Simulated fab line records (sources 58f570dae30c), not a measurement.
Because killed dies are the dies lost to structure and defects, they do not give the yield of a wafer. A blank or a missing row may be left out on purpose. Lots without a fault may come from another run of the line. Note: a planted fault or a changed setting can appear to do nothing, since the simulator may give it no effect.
What tool caused it? || flow berkeleyCmos170 || Sampling: 14 lots, 42 wafers, 6 of 331 route steps

WHAT THE GAUGES READ, wafer by wafer
UCB170_M1_RS_MEAS_01: uses a four-point probe to measure.
{"lot": "L804", "measured": "day 7 14:52", "on": "filmMetro-02", "M1_AL_RS (ohm/sq)": "0.0475 0.0484 0.0474"}
{"lot": "L806", "measured": "day 8 02:08", "on": "filmMetro-04", "M1_AL_RS (ohm/sq)": "0.0481 0.0482 0.0490"}
{"lot": "L805", "measured": "day 8 02:22", "on": "filmMetro-02", "M1_AL_RS (ohm/sq)": "0.0484 0.0487 0.0487"}
{"lot": "L808", "measured": "day 8 21:57", "on": "filmMetro-02", "M1_AL_RS (ohm/sq)": "0.0501 0.0491 0.0498"}
{"lot": "L813", "measured": "day 9 07:23", "on": "filmMetro-03", "M1_AL_RS (ohm/sq)": "0.0490 0.0284 0.0484 0.0490 0.0285 0.0486"}
{"lot": "L819", "measured": "day 10 10:19", "on": "filmMetro-02", "M1_AL_RS (ohm/sq)": "0.0488 0.0484 0.0479"}
{"lot": "L817", "measured": "day 10 12:33", "on": "filmMetro-04", "M1_AL_RS (ohm/sq)": "0.0478 0.0481 0.0484"}
{"lot": "L816", "measured": "day 10 12:48", "on": "filmMetro-02", "M1_AL_RS (ohm/sq)": "0.0482 0.0482 0.0492"}
{"lot": "L815", "measured": "day 10 13:28", "on": "filmMetro-03", "M1_AL_RS (ohm/sq)": "0.0283 0.0481 0.0485 0.0284 0.0482 0.0485"}
{"lot": "L818", "measured": "day 10 13:52", "on": "filmMetro-02", "M1_AL_RS (ohm/sq)": "0.0493 0.0494 0.0484"}
{"lot": "L822", "measured": "day 11 10:51", "on": "filmMetro-02", "M1_AL_RS (ohm/sq)": "0.0485 0.0485 0.0487"}
{"lot": "L823", "measured": "day 11 11:34", "on": "filmMetro-02", "M1_AL_RS (ohm/sq)": "0.0481 0.0493 0.0479"}
{"lot": "L825", "measured": "day 11 23:01", "on": "filmMetro-02", "M1_AL_RS (ohm/sq)": "0.0485 0.0480 0.0476"}
{"lot": "L827", "measured": "day 12 09:38", "on": "filmMetro-04", "M1_AL_RS (ohm/sq)": "0.0488 0.0484 0.0488"}

UCB170_M1_THK_MEAS_02: measures by xrf.
{"lot": "L804", "measured": "day 7 14:59", "on": "filmMetro-02", "M1_AL_THK (nm)": "618 606 614"}
{"lot": "L806", "measured": "day 8 02:14", "on": "filmMetro-04", "M1_AL_THK (nm)": "603 597 593"}
{"lot": "L805", "measured": "day 8 02:28", "on": "filmMetro-02", "M1_AL_THK (nm)": "600 602 599"}
{"lot": "L808", "measured": "day 8 22:04", "on": "filmMetro-02", "M1_AL_THK (nm)": "586 595 585"}
{"lot": "L813", "measured": "day 9 11:07", "on": "filmMetro-03", "M1_AL_THK (nm)": "592 1014 602 593 1015 601"}
{"lot": "L819", "measured": "day 10 10:26", "on": "filmMetro-02", "M1_AL_THK (nm)": "602 607 609"}
{"lot": "L817", "measured": "day 10 12:40", "on": "filmMetro-04", "M1_AL_THK (nm)": "610 604 601"}
{"lot": "L816", "measured": "day 10 12:55", "on": "filmMetro-02", "M1_AL_THK (nm)": "608 607 595"}
{"lot": "L815", "measured": "day 10 15:33", "on": "filmMetro-03", "M1_AL_THK (nm)": "1030 609 602 1029 610 608"}
{"lot": "L818", "measured": "day 10 13:59", "on": "filmMetro-02", "M1_AL_THK (nm)": "592 593 606"}
{"lot": "L822", "measured": "day 11 10:58", "on": "filmMetro-02", "M1_AL_THK (nm)": "602 603 602"}
{"lot": "L823", "measured": "day 11 11:41", "on": "filmMetro-02", "M1_AL_THK (nm)": "607 596 607"}
{"lot": "L825", "measured": "day 11 23:08", "on": "filmMetro-02", "M1_AL_THK (nm)": "607 611 613"}
{"lot": "L827", "measured": "day 12 09:46", "on": "filmMetro-04", "M1_AL_THK (nm)": "590 599 590"}

UCB170_M1_CD_MEAS_09: target cd 700 nm.
{"lot": "L804", "measured": "day 7 16:13", "on": "cdSem-02", "cdNm (nm)": "699.1 700.1 699.9"}
{"lot": "L806", "measured": "day 8 03:10", "on": "cdSem-01", "cdNm (nm)": "699.9 701.4 699.1"}
{"lot": "L805", "measured": "day 8 03:25", "on": "cdSem-02", "cdNm (nm)": "700.2 702.3 701.6"}
{"lot": "L808", "measured": "day 8 23:07", "on": "cdSem-02", "cdNm (nm)": "698.8 697.1 698.4"}
{"lot": "L813", "measured": "day 9 20:31", "on": "cdSem-02", "cdNm (nm)": "701.0 701.6 699.7"}
{"lot": "L819", "measured": "day 10 11:57", "on": "cdSem-02", "cdNm (nm)": "697.9 698.5 698.8"}
{"lot": "L817", "measured": "day 10 13:47", "on": "cdSem-02", "cdNm (nm)": "697.1 698.5 697.5"}
{"lot": "L816", "measured": "day 10 14:29", "on": "cdSem-02", "cdNm (nm)": "699.6 699.8 699.0"}
{"lot": "L815", "measured": "day 10 21:28", "on": "cdSem-01", "cdNm (nm)": "697.9 697.4 697.3"}
{"lot": "L818", "measured": "day 10 15:04", "on": "cdSem-01", "cdNm (nm)": "700.5 700.6 700.1"}
{"lot": "L822", "measured": "day 11 12:04", "on": "cdSem-02", "cdNm (nm)": "703.2 703.5 702.7"}
{"lot": "L823", "measured": "day 11 12:43", "on": "cdSem-01", "cdNm (nm)": "700.5 700.5 699.9"}
{"lot": "L825", "measured": "day 12 00:13", "on": "cdSem-01", "cdNm (nm)": "698.5 697.2 699.4"}
{"lot": "L827", "measured": "day 12 10:44", "on": "cdSem-02", "cdNm (nm)": "699.3 700.5 700.2"}

WHAT TOOL EACH LOT RAN ON (gives the tool, then ch and the chambers of the sampled wafers, and finally the start)
{"lot": "L804", "UCB170_CONTACT_RTA_08": "rtpAnneal-02 ch 0, day 7 13:10", "UCB170_CONTACT_ETCH_18": "rieDiel-01 ch 2,3, day 7 14:49 or earlier", "UCB170_M1_SPUTTER_00": "pvdSputter-02, day 7 14:49"}
{"lot": "L806", "UCB170_CONTACT_RTA_08": "rtpAnneal-01 ch 0, day 7 23:53", "UCB170_CONTACT_ETCH_18": "rieDiel-03 ch 1,2,3, day 8 02:02 or earlier", "UCB170_M1_SPUTTER_00": "pvdSputter-02, day 8 02:02"}
{"lot": "L805", "UCB170_CONTACT_RTA_08": "rtpAnneal-02 ch 0, day 7 23:56", "UCB170_CONTACT_ETCH_18": "rieDiel-01 ch 0,1,2, day 8 02:17 or earlier", "UCB170_M1_SPUTTER_00": "pvdSputter-03, day 8 02:17"}
{"lot": "L808", "UCB170_CONTACT_RTA_08": "rtpAnneal-02 ch 0, day 8 18:31", "UCB170_CONTACT_ETCH_18": "rieDiel-03 ch 1,3, day 8 21:53 or earlier", "UCB170_M1_SPUTTER_00": "pvdSputter-04, day 8 21:53"}
{"lot": "L813", "UCB170_CONTACT_RTA_08": "rtpAnneal-01 ch 0, day 9 05:41", "UCB170_CONTACT_ETCH_18": "rieDiel-03 ch 1,2,3, day 9 07:18 or earlier", "UCB170_M1_SPUTTER_00": "pvdSputter-03, day 9 07:18"}
{"lot": "L819", "UCB170_CONTACT_RTA_08": "rtpAnneal-02 ch 0, day 10 08:30", "UCB170_CONTACT_ETCH_18": "rieDiel-04 ch 0,1,3, day 10 10:14 or earlier", "UCB170_M1_SPUTTER_00": "pvdSputter-02, day 10 10:14"}
{"lot": "L817", "UCB170_CONTACT_RTA_08": "rtpAnneal-02 ch 0, day 10 10:31", "UCB170_CONTACT_ETCH_18": "rieDiel-04 ch 0,1,3, day 10 12:28 or earlier", "UCB170_M1_SPUTTER_00": "pvdSputter-04, day 10 12:28"}
{"lot": "L816", "UCB170_CONTACT_RTA_08": "rtpAnneal-01 ch 0, day 10 10:40", "UCB170_CONTACT_ETCH_18": "rieDiel-03 ch 0,1,3, day 10 12:44 or earlier", "UCB170_M1_SPUTTER_00": "pvdSputter-02, day 10 12:44"}
{"lot": "L815", "UCB170_CONTACT_RTA_08": "rtpAnneal-02 ch 0, day 10 10:44", "UCB170_CONTACT_ETCH_18": "rieDiel-01 ch 1,3, day 10 13:22 or earlier", "UCB170_M1_SPUTTER_00": "pvdSputter-03, day 10 13:22"}
{"lot": "L818", "UCB170_CONTACT_RTA_08": "rtpAnneal-01 ch 0, day 10 10:57", "UCB170_CONTACT_ETCH_18": "rieDiel-03 ch 0,1,2, day 10 13:49 or earlier", "UCB170_M1_SPUTTER_00": "pvdSputter-04, day 10 13:49"}
{"lot": "L822", "UCB170_CONTACT_RTA_08": "rtpAnneal-01 ch 0, day 11 08:57", "UCB170_CONTACT_ETCH_18": "rieDiel-03 ch 2,3, day 11 10:47 or earlier", "UCB170_M1_SPUTTER_00": "pvdSputter-04, day 11 10:47"}
{"lot": "L823", "UCB170_CONTACT_RTA_08": "rtpAnneal-02 ch 0, day 11 08:59", "UCB170_CONTACT_ETCH_18": "rieDiel-04 ch 1,2,3, day 11 11:30 or earlier", "UCB170_M1_SPUTTER_00": "pvdSputter-02, day 11 11:30"}
{"lot": "L825", "UCB170_CONTACT_RTA_08": "rtpAnneal-02 ch 0, day 11 21:02", "UCB170_CONTACT_ETCH_18": "rieDiel-04 ch 0,1,3, day 11 22:58 or earlier", "UCB170_M1_SPUTTER_00": "pvdSputter-02, day 11 22:58"}
{"lot": "L827", "UCB170_CONTACT_RTA_08": "rtpAnneal-02 ch 0, day 12 07:50", "UCB170_CONTACT_ETCH_18": "rieDiel-01 ch 2,3, day 12 09:34 or earlier", "UCB170_M1_SPUTTER_00": "pvdSputter-04, day 12 09:34"}
- UCB170_CONTACT_RTA_08: time 10 s.
- UCB170_CONTACT_ETCH_18: etches PSG in CHF3/CF4/Ar, stops on TiSi2, target depth 840 nm, time 195 s.
- UCB170_M1_SPUTTER_00: material Al, target thk 600 nm, time 80 s.

WHAT THE TOOLS THEMSELVES READ (means of the sampled wafers that have a number; where no wafer has one, the mark that the record gives instead)
UCB170_CONTACT_RTA_08.
{"lot": "L804", "tool": "rtpAnneal-02", "lampPowerPct (%)": 23.8, "wafer_temp_C_max": 903.7}
{"lot": "L806", "tool": "rtpAnneal-01", "lampPowerPct (%)": 22.6, "wafer_temp_C_max": 903.2}
{"lot": "L805", "tool": "rtpAnneal-02", "lampPowerPct (%)": 23.8, "wafer_temp_C_max": 904.6}
{"lot": "L808", "tool": "rtpAnneal-02", "lampPowerPct (%)": 23.8, "wafer_temp_C_max": 905.0}
{"lot": "L813", "tool": "rtpAnneal-01", "lampPowerPct (%)": 22.6, "wafer_temp_C_max": 902.8}
{"lot": "L819", "tool": "rtpAnneal-02", "lampPowerPct (%)": 23.8, "wafer_temp_C_max": 904.4}
{"lot": "L817", "tool": "rtpAnneal-02", "lampPowerPct (%)": 23.8, "wafer_temp_C_max": 904.8}
{"lot": "L816", "tool": "rtpAnneal-01", "lampPowerPct (%)": 22.6, "wafer_temp_C_max": 904.7}
{"lot": "L815", "tool": "rtpAnneal-02", "lampPowerPct (%)": 23.8, "wafer_temp_C_max": 905.0}
{"lot": "L818", "tool": "rtpAnneal-01", "lampPowerPct (%)": 22.6, "wafer_temp_C_max": 903.0}
{"lot": "L822", "tool": "rtpAnneal-01", "lampPowerPct (%)": 22.6, "wafer_temp_C_max": 903.7}
{"lot": "L823", "tool": "rtpAnneal-02", "lampPowerPct (%)": 23.8, "wafer_temp_C_max": 905.1}
{"lot": "L825", "tool": "rtpAnneal-02", "lampPowerPct (%)": 23.8, "wafer_temp_C_max": 905.4}
{"lot": "L827", "tool": "rtpAnneal-02", "lampPowerPct (%)": 23.8, "wafer_temp_C_max": 904.8}

UCB170_CONTACT_ETCH_18.
{"lot": "L804", "tool": "rieDiel-01", "drypumpMotorCurrentA (A)": 6.0, "oesProductAu (a.u.)": 0.874, "throttleValvePct (%)": 6.92}
{"lot": "L806", "tool": "rieDiel-03", "drypumpMotorCurrentA (A)": 6.0, "oesProductAu (a.u.)": 0.888, "throttleValvePct (%)": 6.81}
{"lot": "L805", "tool": "rieDiel-01", "drypumpMotorCurrentA (A)": 6.0, "oesProductAu (a.u.)": 0.882, "throttleValvePct (%)": 6.85}
{"lot": "L808", "tool": "rieDiel-03", "drypumpMotorCurrentA (A)": 5.8, "oesProductAu (a.u.)": 0.870, "throttleValvePct (%)": 6.89}
{"lot": "L813", "tool": "rieDiel-03", "drypumpMotorCurrentA (A)": 6.0, "oesProductAu (a.u.)": 0.897, "throttleValvePct (%)": 6.81}
{"lot": "L819", "tool": "rieDiel-04", "drypumpMotorCurrentA (A)": 5.6, "oesProductAu (a.u.)": 0.896, "throttleValvePct (%)": 7.00}
{"lot": "L817", "tool": "rieDiel-04", "drypumpMotorCurrentA (A)": 5.6, "oesProductAu (a.u.)": 0.895, "throttleValvePct (%)": 7.01}
{"lot": "L816", "tool": "rieDiel-03", "drypumpMotorCurrentA (A)": 5.7, "oesProductAu (a.u.)": 0.883, "throttleValvePct (%)": 6.86}
{"lot": "L815", "tool": "rieDiel-01", "drypumpMotorCurrentA (A)": 5.7, "oesProductAu (a.u.)": 0.879, "throttleValvePct (%)": 6.90}
{"lot": "L818", "tool": "rieDiel-03", "drypumpMotorCurrentA (A)": 5.9, "oesProductAu (a.u.)": 0.906, "throttleValvePct (%)": 6.80}
{"lot": "L822", "tool": "rieDiel-03", "drypumpMotorCurrentA (A)": 5.9, "oesProductAu (a.u.)": 0.913, "throttleValvePct (%)": 6.81}
{"lot": "L823", "tool": "rieDiel-04", "drypumpMotorCurrentA (A)": 5.6, "oesProductAu (a.u.)": 0.895, "throttleValvePct (%)": 7.01}
{"lot": "L825", "tool": "rieDiel-04", "drypumpMotorCurrentA (A)": 5.6, "oesProductAu (a.u.)": 0.897, "throttleValvePct (%)": 6.99}
{"lot": "L827", "tool": "rieDiel-01", "drypumpMotorCurrentA (A)": 6.0, "oesProductAu (a.u.)": 0.868, "throttleValvePct (%)": 6.92}

UCB170_M1_SPUTTER_00.
{"lot": "L804", "tool": "pvdSputter-02", "cathodeDcPowerW (W)": 5999.8, "throttleValvePct (%)": 27.7}
{"lot": "L806", "tool": "pvdSputter-02", "cathodeDcPowerW (W)": 6000.7, "throttleValvePct (%)": 28.4}
{"lot": "L805", "tool": "pvdSputter-03", "cathodeDcPowerW (W)": 5999.6, "throttleValvePct (%)": 30.4}
{"lot": "L808", "tool": "pvdSputter-04", "cathodeDcPowerW (W)": 5999.9, "throttleValvePct (%)": 31.1}
{"lot": "L813", "tool": "pvdSputter-03", "cathodeDcPowerW (W)": 6001.4, "throttleValvePct (%)": 29.7}
{"lot": "L819", "tool": "pvdSputter-02", "cathodeDcPowerW (W)": 6002.0, "throttleValvePct (%)": 28.2}
{"lot": "L817", "tool": "pvdSputter-04", "cathodeDcPowerW (W)": 5999.5, "throttleValvePct (%)": 31.3}
{"lot": "L816", "tool": "pvdSputter-02", "cathodeDcPowerW (W)": 6000.3, "throttleValvePct (%)": 28.4}
{"lot": "L815", "tool": "pvdSputter-03", "cathodeDcPowerW (W)": 6000.8, "throttleValvePct (%)": 30.1}
{"lot": "L818", "tool": "pvdSputter-04", "cathodeDcPowerW (W)": 6000.7, "throttleValvePct (%)": 31.3}
{"lot": "L822", "tool": "pvdSputter-04", "cathodeDcPowerW (W)": 6000.5, "throttleValvePct (%)": 31.3}
{"lot": "L823", "tool": "pvdSputter-02", "cathodeDcPowerW (W)": 6000.0, "throttleValvePct (%)": 27.9}
{"lot": "L825", "tool": "pvdSputter-02", "cathodeDcPowerW (W)": 5999.6, "throttleValvePct (%)": 28.5}
{"lot": "L827", "tool": "pvdSputter-04", "cathodeDcPowerW (W)": 6000.0, "throttleValvePct (%)": 31.0}

THE ANSWER, worked out from the rows above alone
Rule: the usual values come from the lots themselves. Put in order of their means at a reading, lots are off if they are a third of the lots or fewer, leave a main group of 4 or more, and stand apart from it by a gap of 3 or more times the standard deviation of the main group's means; of several such gaps the widest counts. If all means in a main group match to the digits the tables above print for the reading, that group is not used. Also off: a lot with no number at a reading for which 4 or more lots have one. Any other lot the step has rows for is counted as sound. Order of review: gauges by route order, followed by the tools' own readings, for which a lot's mean as printed above is used. The first step at which some lot is off is used, and at that step the reading that is off furthest; a lot without a number counts as furthest.
Off: L813, L815, seen at UCB170_M1_RS_MEAS_01 (M1_AL_RS). For the main group the mean is 0.0485 ohm/sq and the standard deviation 0.00047.
If a tool, at a process step before that reading, ran all the lots that are off and no sound lot after the first of them, it fits. The gauges at UCB170_M1_RS_MEAS_01 are tried like those tools. UCB170_CONTACT_ETCH_18 gives no start for some lots, so the hours and the order of its lots are those of UCB170_M1_SPUTTER_00. Can't be told from this: 2 tools fit, pvdSputter-03 at UCB170_M1_SPUTTER_00, filmMetro-03 at UCB170_M1_RS_MEAS_01.

WHAT THE SIMULATOR HAD PUT IN
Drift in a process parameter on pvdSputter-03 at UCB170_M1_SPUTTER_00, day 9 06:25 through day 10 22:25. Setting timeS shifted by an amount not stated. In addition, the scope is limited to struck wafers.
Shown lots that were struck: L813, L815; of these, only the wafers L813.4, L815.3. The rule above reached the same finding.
